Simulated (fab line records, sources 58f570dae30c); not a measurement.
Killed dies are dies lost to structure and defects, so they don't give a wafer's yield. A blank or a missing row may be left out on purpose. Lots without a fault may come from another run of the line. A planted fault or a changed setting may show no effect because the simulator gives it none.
Which tool did it? | flow berkeley_cmos170 | 7 lots, 21 wafers sampled, at 2 steps of a route of 331

WHAT THE GAUGES READ, wafer by wafer
UCB170_M2_CD_MEAS_15: target cd 700 nm.
lot  | measured     | on        | cd_nm (nm)
L788 | day 8 12:41  | cd_sem-02 | 698.9 701.2 699.9
L792 | day 8 20:44  | cd_sem-01 | 698.2 700.0 700.0
L796 | day 9 08:04  | cd_sem-01 | 700.0 700.5 700.0
L799 | day 10 07:33 | cd_sem-01 | 700.2 701.1 699.9
L805 | day 11 01:26 | cd_sem-02 | 677.1 675.6 676.7
L808 | day 12 06:35 | cd_sem-01 | 699.3 698.2 697.6
L811 | day 12 15:23 | cd_sem-01 | 701.8 699.9 699.9

WHICH TOOL RAN EACH LOT (tool, then ch and the chambers of the sampled wafers, then the start)
lot  | UCB170_M2_PEB_13
L788 | litho_track-04 ch 0, day 8 12:25
L792 | litho_track-02 ch 0, day 8 20:28
L796 | litho_track-02 ch 0, day 9 07:48
L799 | litho_track-04 ch 0, day 10 07:16
L805 | litho_track-04 ch 0, day 11 01:11
L808 | litho_track-02 ch 0, day 12 06:19
L811 | litho_track-02 ch 0, day 12 15:06
- UCB170_M2_PEB_13

THE ANSWER, worked out from the rows above alone
Rule: what is usual is taken from the lots themselves. Put in order of their means at a reading, lots are off if they are a third of the lots or fewer, leave a main group of 4 or more, and stand apart from it by a gap of 3 or more times the standard deviation of the main group's means; of several such gaps the widest counts. A main group whose means are all the same, to the digits that the tables above print for the reading, isn't used. A lot without any number at a reading at which 4 lots or more have one is off too. The other lots that the step has rows for count as sound.
Off: L805, at UCB170_M2_CD_MEAS_15 (cd_nm). The main group: mean 699.8 nm, standard deviation 0.74.
A tool fits if, at a process step before that reading, it ran every lot that is off, and no sound lot after the first of them. The gauges at UCB170_M2_CD_MEAS_15 are tried like those tools. Can't be told from this: 2 tools fit, litho_track-04 at UCB170_M2_PEB_13, cd_sem-02 at UCB170_M2_CD_MEAS_15.

WHAT THE SIMULATOR HAD PUT IN
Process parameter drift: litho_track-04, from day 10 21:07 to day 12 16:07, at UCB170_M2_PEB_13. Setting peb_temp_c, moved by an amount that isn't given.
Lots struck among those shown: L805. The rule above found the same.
